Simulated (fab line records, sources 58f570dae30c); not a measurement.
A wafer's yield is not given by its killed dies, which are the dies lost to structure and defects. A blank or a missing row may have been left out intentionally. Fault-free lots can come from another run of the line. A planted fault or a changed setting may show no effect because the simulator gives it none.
fab line records | flow berkeleyCmos170
record lots=5 wafers=23
route steps=331 shown PLDD@148 PSD@183 NSD@195 BACKSIDE@201 SDANNEAL@204 CONTACT@217 V1@256 M2@283 V2@292
startH: hours from the record's first day to the start of the lot's first wafer shown | waitH: hours elapsed since this lot's preceding step | " same as the row above | L1.1+2: one row covering several wafers at once | - either no value or no given start | * or withheld: withheld | < > ~ a bound
route shown NAME@n: NAME is a module with steps in the file, n the number in the route of the first one | usual: mean and standard deviation over wafers with no fault | same: alike in all rows | chamber/n: place in a boat | sites: each site's reading | _std_site: the values' standard deviation | _edge_site: inner sites' mean taken away from outer sites' mean | radiusMm: for every site, how far away it sits from the centre of the wafer | mask NAME#n: copy n | behind: the tool/chamber that last shaped the wafer | hold: reason for holding the lot/hours on hold/outcome of the hold | device: names the non-switching transistor (n, p or np) | end of line: the same wafers' tests at the end of the route | step lacking rows: just its recipe | killed: at the first sort, the dies lost to defects and structure; wafer yield is something else | map: per-die view of a wafer (x killed, . not killed, _ where there is no die)
set.NAME: the setting as run; set.NAME@STEP: as run at that earlier step | model.NAME: the simulator's own value behind a step, which no gauge read
lots where settings were altered on purpose, with a table for each step and a row for each wafer
## steps
# step UCB170_PLDD_EXPOSE_03
# recipe maskId=PSELECT na=0.5 sigmaOuter=0.6 sourceShape=conventional targetCdNm=1200 doseMj=30
# columns lot.wafer tool chamber startH waitH mask set.doseMj
L074.1+2+3 krfScanner-01 0 110.73 0.2 PSELECT#0 30
L076.1+2+3+4+6 krfScanner-02 0 127.16 0.2 PSELECT#0 30
L077.1+3+4+5+6 krfScanner-01 0 134.41 0.2 PSELECT#0 30
L082.2+3 krfScanner-02 0 158.25 0.2 PSELECT#0 31.1
L082.4+5+6 " 0 " " PSELECT#0 30
L081.2+4+5 krfScanner-01 0 158.49 0.5 PSELECT#0 30
L081.3+6 " 0 " " PSELECT#0 28.78
# step UCB170_PLDD_PEB_04
# recipe pebTempC=130 pebTimeS=withheld resist=KrF
# step UCB170_PLDD_DEVELOP_05
# recipe developer=TMAH developTimeS=45 resist=KrF devTempC=21
# step UCB170_PLDD_CD_MEAS_06
# recipe targetCdNm=1200
# usual cdNm=1199.8/1.5
# columns lot.wafer tool chamber startH waitH set.doseMj@PLDD_EXPOSE_03 cdNm
L074.1 cdSem-01 - 111.78 - 30 1198.4
L074.2 " - " " 30 1200.3
L074.3 " - " " 30 1199.7
L076.1 cdSem-02 - 127.56 - 30 1200.1
L076.2 " - " " 30 1199.5
L076.3 " - " " 30 1199.8
L076.4 " - " " 30 1200.0
L076.6 " - " " 30 1199.7
L077.1 cdSem-02 - 134.80 - 30 1199.1
L077.3 " - " " 30 1198.7
L077.4 " - " " 30 1199.3
L077.5 " - " " 30 1197.6
L077.6 " - " " 30 1198.9
L082.2 cdSem-02 - 158.70 - 31.1 1209.3
L082.3 " - " " 31.1 1209.2
L082.4 " - " " 30 1202.2
L082.5 " - " " 30 1201.7
L082.6 " - " " 30 1203.7
L081.2 cdSem-02 - 158.88 - 30 1199.5
L081.3 " - " " 28.78 1191.6
L081.4 " - " " 30 1199.7
L081.5 " - " " 30 1200.3
L081.6 " - " " 28.78 1193.1
# step UCB170_PSD_IMPLANT_08
# recipe species=B doseCm2=3e+15 energyKev=20 tiltDeg=7
# columns lot.wafer tool chamber startH waitH set.doseCm2
L074.1+2+3 implanter-04 0 123.14 0.0 3e+15
L076.1+2 implanter-04 0 134.74 0.0 3e+15
L076.3+4+6 " 0 " " 2.902e+15
L077.1+3+4+5+6 implanter-04 0 144.97 0.0 3e+15
L081.2+4 implanter-04 0 166.71 0.0 3e+15
L081.3+5+6 " 0 " " 3.099e+15
L082.2+5+6 implanter-03 0 166.83 0.0 3.134e+15
L082.3+4 " 0 " " 3e+15
# step UCB170_PSD_STRIP_09
# recipe chemistry=O2 powerW=400 pressureMtorr=3500 platenTempC=withheld o2FlowSccm=400 overashFraction=0.5
# usual stripTimeToEndpointS=29.44/0.069
# columns lot.wafer tool chamber startH waitH set.doseCm2@PSD_IMPLANT_08 stripTimeToEndpointS
L074.1 plasmaAsher-01 1 123.29 0.1 3e+15 29.47
L074.2 " 0 " " 3e+15 29.41
L074.3 " 1 " " 3e+15 29.47
L076.1 plasmaAsher-01 1 134.89 0.1 3e+15 29.52
L076.2 " 0 " " 3e+15 29.55
L076.3 " 1 " " 2.902e+15 29.16
L076.4 " 0 " " 2.902e+15 29.20
L076.6 " 1 " " 2.902e+15 29.17
L077.1 plasmaAsher-04 0 145.12 0.1 3e+15 29.44
L077.3 " 0 " " 3e+15 29.34
L077.4 " 1 " " 3e+15 29.43
L077.5 " 1 " " 3e+15 29.38
L077.6 " 0 " " 3e+15 29.41
L081.2 plasmaAsher-02 1 166.84 0.1 3e+15 29.52
L081.3 " 0 " " 3.099e+15 29.87
L081.4 " 1 " " 3e+15 29.52
L081.5 " 1 " " 3.099e+15 29.85
L081.6 " 0 " " 3.099e+15 29.91
L082.2 plasmaAsher-04 1 166.96 0.1 3.134e+15 29.90
L082.3 " 0 " " 3e+15 29.41
L082.4 " 1 " " 3e+15 29.45
L082.5 " 1 " " 3.134e+15 29.93
L082.6 " 0 " " 3.134e+15 29.96
# step UCB170_NSD_IMPLANT_08
# recipe species=P doseCm2=3e+15 energyKev=40 tiltDeg=7
# columns lot.wafer tool chamber startH waitH set.doseCm2
L074.1+2+3 implanter-04 0 125.02 0.0 3e+15
L076.1+2+3+4+6 implanter-03 0 136.33 0.0 3e+15
L077.1+3+4+5+6 implanter-04 0 146.63 0.0 3e+15
L081.2+3 implanter-03 0 168.44 0.0 3e+15
L081.4+5+6 " 0 " " 2.835e+15
L082.2+5 implanter-01 0 168.71 0.0 3.122e+15
L082.3+4+6 " 0 " " 3e+15
# step UCB170_NSD_STRIP_09
# recipe chemistry=O2 powerW=400 pressureMtorr=3500 platenTempC=withheld o2FlowSccm=400 overashFraction=0.5
# usual stripTimeToEndpointS=35.85/0.088
# columns lot.wafer tool chamber startH waitH set.doseCm2@NSD_IMPLANT_08 stripTimeToEndpointS
L074.1 plasmaAsher-04 1 125.17 0.1 3e+15 35.80
L074.2 " 0 " " 3e+15 35.73
L074.3 " 1 " " 3e+15 35.76
L076.1 plasmaAsher-03 0 136.48 0.1 3e+15 35.85
L076.2 " 1 " " 3e+15 35.82
L076.3 " 1 " " 3e+15 35.83
L076.4 " 0 " " 3e+15 35.89
L076.6 " 1 " " 3e+15 35.84
L077.1 plasmaAsher-04 0 146.78 0.1 3e+15 35.84
L077.3 " 1 " " 3e+15 35.84
L077.4 " 0 " " 3e+15 35.86
L077.5 " 1 " " 3e+15 35.73
L077.6 " 0 " " 3e+15 35.90
L081.2 plasmaAsher-04 1 168.56 0.1 3e+15 35.87
L081.3 " 0 " " 3e+15 35.84
L081.4 " 1 " " 2.835e+15 35.24
L081.5 " 1 " " 2.835e+15 35.39
L081.6 " 0 " " 2.835e+15 35.25
L082.2 plasmaAsher-01 1 168.84 0.1 3.122e+15 36.51
L082.3 " 0 " " 3e+15 36.06
L082.4 " 1 " " 3e+15 35.97
L082.5 " 1 " " 3.122e+15 36.53
L082.6 " 0 " " 3e+15 36.04
# step UCB170_BACKSIDE_SOFTBAKE_02
# recipe resist=KrF tempC=130 timeS=60
# columns lot.wafer tool chamber startH waitH set.timeS
L074.1+2+3 lithoTrack-01 0 126.18 0.1 60
L076.1+6 lithoTrack-02 0 137.28 0.1 54.88
L076.2+3+4 " 0 " " 60
L077.1+6 lithoTrack-01 0 147.43 0.1 54.77
L077.3+4+5 " 0 " " 60
L081.2+3+6 lithoTrack-02 0 169.31 0.1 60
L081.4+5 " 0 " " 68.28
L082.2+3+6 lithoTrack-01 0 169.71 0.1 60
L082.4+5 " 0 " " 57.09
# step UCB170_BACKSIDE_STRIP_03
# recipe chemistry=O2 powerW=400 pressureMtorr=3500 platenTempC=withheld o2FlowSccm=400 overashFraction=0.5
# step UCB170_BACKSIDE_CLEAN_04
# recipe chemistry=SPM tempC=120 timeS=600
# step UCB170_SDANNEAL_RTA_00
# recipe tempC=900 timeS=10 ambient=N2
# step UCB170_SDANNEAL_RTA_01
# recipe tempC=1050 timeS=5 ambient=N2
# step UCB170_SDANNEAL_RS_MEAS_02
# recipe thkMeasGauge=four-point-probe
# usual PSD_RS=75.47/0.25
# columns lot.wafer tool chamber startH waitH set.doseCm2@PSD_IMPLANT_08 PSD_RS[ohm/sq]
L074.1 filmMetro-02 - 126.89 0.0 3e+15 75.20
L074.2 " - " " 3e+15 75.39
L074.3 " - " " 3e+15 75.02
L076.1 filmMetro-04 - 137.83 0.0 3e+15 75.69
L076.2 " - " " 3e+15 75.97
L076.3 " - " " 2.902e+15 77.54
L076.4 " - " " 2.902e+15 77.66
L076.6 " - " " 2.902e+15 77.82
L077.1 filmMetro-03 - 147.99 0.0 3e+15 75.44
L077.3 " - " " 3e+15 75.71
L077.4 " - " " 3e+15 75.65
L077.5 " - " " 3e+15 75.54
L077.6 " - " " 3e+15 75.35
L081.2 filmMetro-02 - 169.85 0.1 3e+15 75.57
L081.3 " - " " 3.099e+15 73.66
L081.4 " - " " 3e+15 75.61
L081.5 " - " " 3.099e+15 73.64
L081.6 " - " " 3.099e+15 73.17
L082.2 filmMetro-04 - 170.25 0.1 3.134e+15 73.05
L082.3 " - " " 3e+15 75.38
L082.4 " - " " 3e+15 75.24
L082.5 " - " " 3.134e+15 73.01
L082.6 " - " " 3.134e+15 73.06
# step UCB170_SDANNEAL_RS_MEAS_03
# recipe thkMeasGauge=four-point-probe
# usual NSD_RS=37.28/0.11
# columns lot.wafer tool chamber startH waitH set.doseCm2@NSD_IMPLANT_08 NSD_RS[ohm/sq]
L074.1 filmMetro-02 - 127.01 0.1 3e+15 37.29
L074.2 " - " " 3e+15 37.34
L074.3 " - " " 3e+15 37.24
L076.1 filmMetro-04 - 137.95 0.1 3e+15 37.26
L076.2 " - " " 3e+15 37.36
L076.3 " - " " 3e+15 37.33
L076.4 " - " " 3e+15 37.21
L076.6 " - " " 3e+15 37.42
L077.1 filmMetro-03 - 148.11 0.1 3e+15 37.43
L077.3 " - " " 3e+15 37.34
L077.4 " - " " 3e+15 37.44
L077.5 " - " " 3e+15 37.41
L077.6 " - " " 3e+15 37.25
L081.2 filmMetro-02 - 169.97 0.1 3e+15 37.23
L081.3 " - " " 3e+15 37.31
L081.4 " - " " 2.835e+15 38.22
L081.5 " - " " 2.835e+15 38.15
L081.6 " - " " 2.835e+15 38.28
L082.2 filmMetro-04 - 170.37 0.1 3.122e+15 36.59
L082.3 " - " " 3e+15 36.99
L082.4 " - " " 3e+15 37.23
L082.5 " - " " 3.122e+15 36.51
L082.6 " - " " 3e+15 37.17
# step UCB170_CONTACT_CVD_01
# recipe material=PSG targetThkNm=700 tempC=450 precursor=SiH4/O2/PH3 timeS=2820 pressureMtorr=300 sih4FlowSccm=60 o2FlowSccm=90 ph3FlowSccm=25
# columns lot.wafer tool chamber startH waitH set.tempC model.PSG_of_CONTACT_CVD_01.thkNm
L074.1 lpcvd-02 1 128.92 1.0 450 701
L074.2 " 1 " " 450 700.3
L074.3 " 1 " " 450 704
L076.1 - - - 0.2 453.6 728.1
L076.2 " - " " 453.6 724.9
L076.3 " - " " 453.6 727.3
L076.4 " - " " 453.6 730.2
L076.6 " - " " 453.6 726.8
L077.1 - - - 0.0 445.8 671.2
L077.3 " - " " 445.8 673.1
L077.4 " - " " 445.8 674.4
L077.5 " - " " 445.8 669.5
L077.6 " - " " 445.8 675.6
L081.2 - - - 0.2 450 711.2
L081.3 " - " " 450 710.3
L081.4 " - " " 450 712.2
L081.5 " - " " 450 711.1
L081.6 " - " " 450 710.2
L082.2 - - - 0.9 450 705.2
L082.3 " - " " 450 698.8
L082.4 " - " " 450 699.1
L082.5 " - " " 450 702.8
L082.6 " - " " 450 701.9
# step UCB170_CONTACT_THK_MEAS_02
# recipe reads=PSG_of_CONTACT_CVD_01
# usual CONTACT_PSG_THK=701/6.1
# columns lot.wafer tool chamber startH waitH set.tempC@CONTACT_CVD_01 CONTACT_PSG_THK[nm]
L074.1 filmMetro-04 - 130.70 0.0 450 701
L074.2 " - " " 450 700
L074.3 " - " " 450 703
L076.1 filmMetro-02 - - - 453.6 728
L076.2 " - " " 453.6 725
L076.3 " - " " 453.6 727
L076.4 " - " " 453.6 730
L076.6 " - " " 453.6 726
L077.1 filmMetro-01 - - - 445.8 671
L077.3 " - " " 445.8 673
L077.4 " - " " 445.8 675
L077.5 " - " " 445.8 670
L077.6 " - " " 445.8 676
L081.2 filmMetro-04 - - - 450 711
L081.3 " - " " 450 710
L081.4 " - " " 450 713
L081.5 " - " " 450 711
L081.6 " - " " 450 710
L082.2 filmMetro-02 - - - 450 705
L082.3 " - " " 450 700
L082.4 " - " " 450 699
L082.5 " - " " 450 702
L082.6 " - " " 450 702
# step UCB170_V1_CMP_02
# recipe material=SiO2 downForcePsi=6 platenRpm=60 padVelocityMS=0.75398
# columns lot.wafer tool chamber startH waitH set.leaveAboveRefNm model.SiO2_of_V1_CVD_00.thkNm
L074.2 cmp-01 0 137.96 0.2 1000 999
L074.3+1 " 2,3 " " 1000 999.1
L076.3 cmp-01 0 152.05 0.0 1000 1001
L076.2 " 1 " " 940.6 941.5
L076.4 " 2 " " 940.6 941.2
L076.1 " 3 " " 940.6 940.9
L076.6 " 1 " " 1000 999.9
L077.4 cmp-02 0 161.15 0.0 1000 1002
L077.1 " 1 " " 1000 999.9
L077.3 " 3 " " 1035 1037
L077.5 " 0 " " 1035 1035
L077.6 " 1 " " 1000 1001
L081.3+5 cmp-02 2,3 179.99 0.3 1047 1047
L081.4 " 3 " " 1000 999.7
L081.2 " 1 " " 1000 1001
L081.6 " 2 " " 1000 1000
L082.3 cmp-02 0 183.07 0.1 1039 1041
L082.2+6 " 1,3 " " 1000 999.8
L082.4 " 2 " " 1039 1039
L082.5 " 0 " " 1039 1040
# step UCB170_V1_THK_MEAS_04
# recipe reads=SiO2_of_V1_CVD_00
# usual V1_POLISHED_THK=1000.5/0.86
# columns lot.wafer tool chamber startH waitH set.leaveAboveRefNm@V1_CMP_02 V1_POLISHED_THK[nm]
L074.1 filmMetro-01 - 138.38 0.1 1000 999.3
L074.2 " - " " 1000 999.1
L074.3 " - " " 1000 999.3
L076.1 filmMetro-01 - 152.47 0.1 940.6 941.0
L076.2 " - " " 940.6 941.0
L076.3 " - " " 1000 1000.5
L076.4 " - " " 940.6 941.5
L076.6 " - " " 1000 999.6
L077.1 filmMetro-03 - 161.57 0.1 1000 1000.6
L077.3 " - " " 1035 1037.0
L077.4 " - " " 1000 1001.7
L077.5 " - " " 1035 1035.0
L077.6 " - " " 1000 1000.9
L081.2 filmMetro-02 - 180.42 0.1 1000 1001.2
L081.3 " - " " 1047 1047.2
L081.4 " - " " 1000 1000.2
L081.5 " - " " 1047 1046.4
L081.6 " - " " 1000 1000.5
L082.2 filmMetro-03 - 183.45 0.1 1000 999.5
L082.3 " - " " 1039 1040.1
L082.4 " - " " 1039 1038.8
L082.5 " - " " 1039 1039.4
L082.6 " - " " 1000 1000.1
# step UCB170_M2_EXPOSE_12
# recipe maskId=METAL2 targetCdNm=700 na=0.5 sigmaOuter=0.6 sourceShape=conventional doseMj=26
# columns lot.wafer tool chamber startH waitH mask set.doseMj
L074.1+2+3 krfScanner-02 0 142.59 - METAL2#0 26
L076.1+6 krfScanner-02 0 156.80 - METAL2#0 27.68
L076.2+3+4 " 0 " " METAL2#0 26
L077.1+3+4+5+6 krfScanner-02 0 165.50 - METAL2#0 26
L081.2+4+5 krfScanner-01 0 186.46 - METAL2#0 24.62
L081.3+6 " 0 " " METAL2#0 26
L082.2+3+6 krfScanner-02 0 187.86 - METAL2#0 26
L082.4+5 " 0 " " METAL2#0 24.87
# step UCB170_M2_PEB_13
# recipe pebTempC=130.5 pebTimeS=withheld resist=KrF
# step UCB170_M2_DEVELOP_14
# recipe developer=TMAH developTimeS=45 resist=KrF devTempC=21
# step UCB170_M2_CD_MEAS_15
# recipe targetCdNm=700
# usual cdNm=700.2/1.5
# columns lot.wafer tool chamber startH waitH set.doseMj@M2_EXPOSE_12 cdNm
L074.1 cdSem-01 - 142.98 - 26 700.4
L074.2 " - " " 26 701.0
L074.3 " - " " 26 700.7
L076.1 cdSem-01 - 157.42 - 27.68 688.5
L076.2 " - " " 26 698.3
L076.3 " - " " 26 699.6
L076.4 " - " " 26 700.0
L076.6 " - " " 27.68 688.0
L077.1 cdSem-02 - 166.25 - 26 702.2
L077.3 " - " " 26 703.6
L077.4 " - " " 26 703.5
L077.5 " - " " 26 702.9
L077.6 " - " " 26 703.3
L081.2 cdSem-02 - 187.36 - 24.62 711.9
L081.3 " - " " 26 701.4
L081.4 " - " " 24.62 711.1
L081.5 " - " " 24.62 709.5
L081.6 " - " " 26 700.5
L082.2 cdSem-02 - 188.46 - 26 699.1
L082.3 " - " " 26 700.6
L082.4 " - " " 24.87 708.2
L082.5 " - " " 24.87 707.8
L082.6 " - " " 26 700.1
# step UCB170_M2_ETCH_17
# recipe chemistry=N2/H2 targetDepthA=withheld overetchA=withheld target=BARC timeS=withheld sourceW=500 biasW=100 pressureMtorr=30 n2FlowSccm=100 h2FlowSccm=200
# columns lot.wafer tool chamber startH waitH set.doseMj@M2_EXPOSE_12 model.M2.cdNm
L074.1 rieDiel-02 1 143.14 0.0 26 700
L074.2 " 2 " " 26 700.6
L074.3 " 3 " " 26 700.2
L076.1 rieDiel-02 3 157.58 0.0 27.68 688.6
L076.2 " 0 " " 26 698.2
L076.3 " 2 " " 26 700
L076.4 " 1 " " 26 700.2
L076.6 " 2 " " 27.68 689
L077.1 rieDiel-01 3 166.40 0.0 26 701.7
L077.3 " 1 " " 26 703.7
L077.4 " 2 " " 26 703.4
L077.5 " 2 " " 26 702.8
L077.6 " 3 " " 26 702.5
L081.2 rieDiel-03 3 187.50 0.0 24.62 712
L081.3 " 1 " " 26 700.9
L081.4 " 2 " " 24.62 711.2
L081.5 " 2 " " 24.62 709.8
L081.6 " 1 " " 26 700.7
L082.2 rieDiel-03 0 188.60 0.0 26 699.1
L082.3 " 2 " " 26 700.9
L082.4 " 1 " " 24.87 708
L082.5 " 3 " " 24.87 707.7
L082.6 " 2 " " 26 -
# step UCB170_M2_METAL_ETCH_18
# recipe chemistry=Cl2/BCl3 target=Al stopOn=SiO2 pressureMtorr=12 targetDepthA=11700 overEtchFrac=0.3 timeS=195 icpW=600 biasW=120 Cl2_flow_sccm=90 bcl3FlowSccm=45
# step UCB170_M2_STRIP_19
# recipe chemistry=O2 powerW=400 pressureMtorr=3500 platenTempC=withheld o2FlowSccm=400 overashFraction=0.5
# step UCB170_M2_CD_MEAS_90
# recipe targetCdNm=700
# usual cdNm=700.4/2
# columns lot.wafer tool chamber startH waitH set.doseMj@M2_EXPOSE_12 cdNm
L074.1 cdSem-01 - 143.47 0.1 26 698.9
L074.2 " - " " 26 701.0
L074.3 " - " " 26 698.4
L076.1 cdSem-01 - 157.91 0.1 27.68 685.2
L076.2 " - " " 26 700.2
L076.3 " - " " 26 699.4
L076.4 " - " " 26 699.2
L076.6 " - " " 27.68 689.2
L077.1 cdSem-01 - 166.73 0.1 26 700.7
L077.3 " - " " 26 702.5
L077.4 " - " " 26 701.7
L077.5 " - " " 26 701.5
L077.6 " - " " 26 703.8
L081.2 cdSem-01 - 187.85 0.1 24.62 713.9
L081.3 " - " " 26 703.4
L081.4 " - " " 24.62 710.9
L081.5 " - " " 24.62 712.7
L081.6 " - " " 26 703.4
L082.2 cdSem-02 - 188.95 0.1 26 701.6
L082.3 " - " " 26 702.8
L082.4 " - " " 24.87 711.3
L082.5 " - " " 24.87 710.4
L082.6 " - " " 26 705.8
# step UCB170_V2_CVD_00
# recipe material=SiO2 targetThkNm=2000 tempC=390 precursor=TEOS/O2 timeS=250 rfW=550 pressureMtorr=9000
# columns lot.wafer tool chamber startH waitH set.timeS model.SiO2_of_V2_CVD_00.thkNm
L074.1 pecvd-02 2 143.59 0.1 250 2011
L074.2 " 1 " " 250 1981
L074.3 " 1 " " 250 1998
L076.1+3+6 pecvd-04 1,0,2 158.03 0.1 250 -
L076.2 " 2 " " 250 1970
L076.4 " 1 " " 250 1996
L077.1 pecvd-04 0 166.85 0.1 260.9 -
L077.3 " 1 " " 260.9 2070
L077.4 " 2 " " 250 2013
L077.5 " 1 " " 250 2010
L077.6 " 0 " " 250 -
L081.2+5 pecvd-02 2,0 187.95 0.1 250 -
L081.3 " 1 " " 239.8 -
L081.4 " 1 " " 239.8 1909
L081.6 " 2 " " 250 2020
L082.2 pecvd-04 1 189.05 0.1 274.1 2166
L082.3 " 0 " " 250 1962
L082.4 " 2 " " 274.1 2192
L082.5 " 0 " " 274.1 2187
L082.6 " 1 " " 250 1972
# step UCB170_V2_THK_MEAS_01
# recipe reads=SiO2_of_V2_CVD_00
# usual V2_TEOS_THK=2004/25
# columns lot.wafer tool chamber startH waitH set.timeS@V2_CVD_00 V2_TEOS_THK[nm]
L074.1 filmMetro-02 - 143.82 0.2 250 2009
L074.2 " - " " 250 1983
L074.3 " - " " 250 1998
L076.1 filmMetro-02 - 158.19 0.1 250 1995
L076.2 " - " " 250 1970
L076.3 " - " " 250 1967
L076.4 " - " " 250 1996
L076.6 " - " " 250 1989
L077.1 filmMetro-02 - 167.01 0.1 260.9 2065
L077.3 " - " " 260.9 2069
L077.4 " - " " 250 2012
L077.5 " - " " 250 2011
L077.6 " - " " 250 2021
L081.2 filmMetro-02 - 188.11 0.1 250 2022
L081.3 " - " " 239.8 1883
L081.4 " - " " 239.8 1911
L081.5 " - " " 250 2008
L081.6 " - " " 250 2022
L082.2 filmMetro-02 - 189.21 0.1 274.1 2164
L082.3 " - " " 250 1960
L082.4 " - " " 274.1 2192
L082.5 " - " " 274.1 2190
L082.6 " - " " 250 1971
## key
split step=UCB170_PLDD_EXPOSE_03 setting=doseMj stated=30 by=wafer
response step=UCB170_PLDD_CD_MEAS_06 reading=cdNm change=+1.83 per=1% r=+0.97
split step=UCB170_PSD_IMPLANT_08 setting=doseCm2 stated=3e+15 by=wafer
response step=UCB170_PSD_STRIP_09 reading=stripTimeToEndpointS change=* per=1% r=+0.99
response step=UCB170_SDANNEAL_RS_MEAS_02 reading=PSD_RS change=-0.556 per=1% r=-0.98
split step=UCB170_NSD_IMPLANT_08 setting=doseCm2 stated=3e+15 by=wafer
response step=UCB170_NSD_STRIP_09 reading=stripTimeToEndpointS change=* per=1% r=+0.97
response step=UCB170_SDANNEAL_RS_MEAS_03 reading=NSD_RS change=-0.162 per=1% r=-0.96
split step=UCB170_BACKSIDE_SOFTBAKE_02 setting=timeS stated=60 by=wafer
response none clear
split step=UCB170_CONTACT_CVD_01 setting=tempC stated=450 by=lot
response step=UCB170_CONTACT_CVD_01 reading=model.PSG_of_CONTACT_CVD_01.thkNm change=+31.7 per=1% r=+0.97
response step=UCB170_CONTACT_THK_MEAS_02 reading=CONTACT_PSG_THK change=+31.5 per=1% r=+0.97
split step=UCB170_V1_CMP_02 setting=leaveAboveRefNm stated=1000 by=wafer
response step=UCB170_V1_CMP_02 reading=model.SiO2_of_V1_CVD_00.thkNm change=+10 per=1% r=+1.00
response step=UCB170_V1_THK_MEAS_04 reading=V1_POLISHED_THK change=+9.95 per=1% r=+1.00
split step=UCB170_M2_EXPOSE_12 setting=doseMj stated=26 by=wafer
response step=UCB170_M2_CD_MEAS_15 reading=cdNm change=-1.79 per=1% r=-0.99
response step=UCB170_M2_ETCH_17 reading=model.M2.cdNm change=-1.77 per=1% r=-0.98
response step=UCB170_M2_CD_MEAS_90 reading=cdNm change=-1.81 per=1% r=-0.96
split step=UCB170_V2_CVD_00 setting=timeS stated=250 by=wafer
response step=UCB170_V2_CVD_00 reading=model.SiO2_of_V2_CVD_00.thkNm change=+21.7 per=1% r=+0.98
response step=UCB170_V2_THK_MEAS_01 reading=V2_TEOS_THK change=+21.8 per=1% r=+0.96
